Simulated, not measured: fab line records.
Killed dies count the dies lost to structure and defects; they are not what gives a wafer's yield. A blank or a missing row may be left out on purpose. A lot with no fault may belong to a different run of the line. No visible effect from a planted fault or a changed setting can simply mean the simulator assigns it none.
Check of tool commonality	flow berkeley cmos170	45 wafers sampled across 15 lots

## REASON IT WAS OPENED
UCB170_PFIELD_TW_MEAS_09, reading PFIELD_TW: flagged on 3 of 15 lots. Fault-free wafers read 603.3, with a standard deviation of 2.5.
Rule: a lot gets a flag if all its wafers with a number sit over 4 standard deviations from that mean, or if no wafer of it has a number. All remaining lots are regarded as sound.

lot	measured	on	PFIELD_TW, wafer by wafer	flag
L241	day 5 00:25	film metro-03	601.0 602.0 604.9	
L243	day 5 16:28	film metro-01	604.5 603.6 603.0	
L242	day 5 16:34	film metro-03	604.0 603.0 602.2	
L248	day 6 12:35	film metro-01	602.5 603.0 604.8	
L249	day 6 12:52	film metro-03	601.1 602.1 602.2	
L244	day 6 12:57	film metro-01	601.5 602.1 603.6	
L247	day 6 15:06	film metro-01	603.4 604.2 600.4	
L251	day 6 23:35	film metro-01	672.5 674.5 670.8	FLAGGED
L253	day 7 07:47	film metro-03	669.3 672.8 669.6	FLAGGED
L252	day 7 08:48	film metro-03	600.0 598.8 601.0	
L256	day 7 19:17	film metro-04	676.4 674.7 674.0	FLAGGED
L257	day 8 11:16	film metro-04	600.8 598.8 597.1	
L260	day 8 20:21	film metro-04	598.0 600.9 603.2	
L261	day 9 09:10	film metro-04	605.5 604.1 607.2	
L263	day 9 19:04	film metro-04	606.8 605.7 606.4	
The mean of the flagged lots' numbers is 672.7, +69.4 from the usual (+28 standard deviations).

## WHICH TOOL RAN EACH LOT
The record keeps 1 process step preceding the reading, out of 331 steps on the route. Cell contents, in order: the tool; ch with the chambers the sampled wafers went through; the start.
lot	flag	UCB170_PFIELD_IMPLANT_07
L241		implanter-01 ch 0, day 5 00:11
L243		implanter-04 ch 0, day 5 16:14
L242		implanter-01 ch 0, day 5 16:20
L248		implanter-01 ch 0, day 6 12:21
L249		implanter-04 ch 0, day 6 12:39
L244		implanter-01 ch 0, day 6 12:38
L247		implanter-04 ch 0, day 6 14:51
L251	FLAGGED	implanter-04 ch 0, day 6 23:20
L253	FLAGGED	implanter-04 ch 0, day 7 07:32
L252		implanter-01 ch 0, day 7 08:34
L256	FLAGGED	implanter-04 ch 0, day 7 19:04
L257		implanter-02 ch 0, day 8 11:01
L260		implanter-01 ch 0, day 8 20:06
L261		implanter-01 ch 0, day 9 08:55
L263		implanter-01 ch 0, day 9 18:50
What these steps do:
- UCB170_PFIELD_IMPLANT_07
- UCB170_PFIELD_TW_MEAS_09

## FLAGGED AGAINST TOTAL, ONE TOOL AT A TIME (gauges that did the reading follow at the end)
step	tool	lots run	flagged	share of the flagged lots	sound lots run after its first flagged lot
UCB170_PFIELD_IMPLANT_07	implanter-01	8	0	none	-
UCB170_PFIELD_IMPLANT_07	implanter-02	1	0	none	-
UCB170_PFIELD_IMPLANT_07	implanter-04	6	3	all	0
UCB170_PFIELD_TW_MEAS_09	film metro-01	5	1	some	0
UCB170_PFIELD_TW_MEAS_09	film metro-03	5	1	some	1 (L252)
UCB170_PFIELD_TW_MEAS_09	film metro-04	5	1	some	4 (L257,L260,L261,L263)

## THE TABLE: WHAT IT ALLOWS
Rows of the table that ran each flagged lot: 1, that is implanter-04 at UCB170_PFIELD_IMPLANT_07.
- implanter-04 at UCB170_PFIELD_IMPLANT_07: 3 of its 6 lots flagged. It ran its last sound lot, L247, at day 6 14:51 and its first flagged lot, L251, at day 6 23:20: a fault with its onset between the two fits. Its own readings lie more than 4 standard deviations out on every wafer of the flagged lots: dose ions cm2, faraday current uA.
implanter-04 at UCB170_PFIELD_IMPLANT_07 is the single tool remaining.

## WHAT THE SIMULATOR HAD PUT IN
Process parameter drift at UCB170_PFIELD_IMPLANT_07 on implanter-04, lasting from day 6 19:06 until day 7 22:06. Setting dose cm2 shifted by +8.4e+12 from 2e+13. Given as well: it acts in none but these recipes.
Lots struck among those shown: L251, L253, L256. Same finding as the rule above.
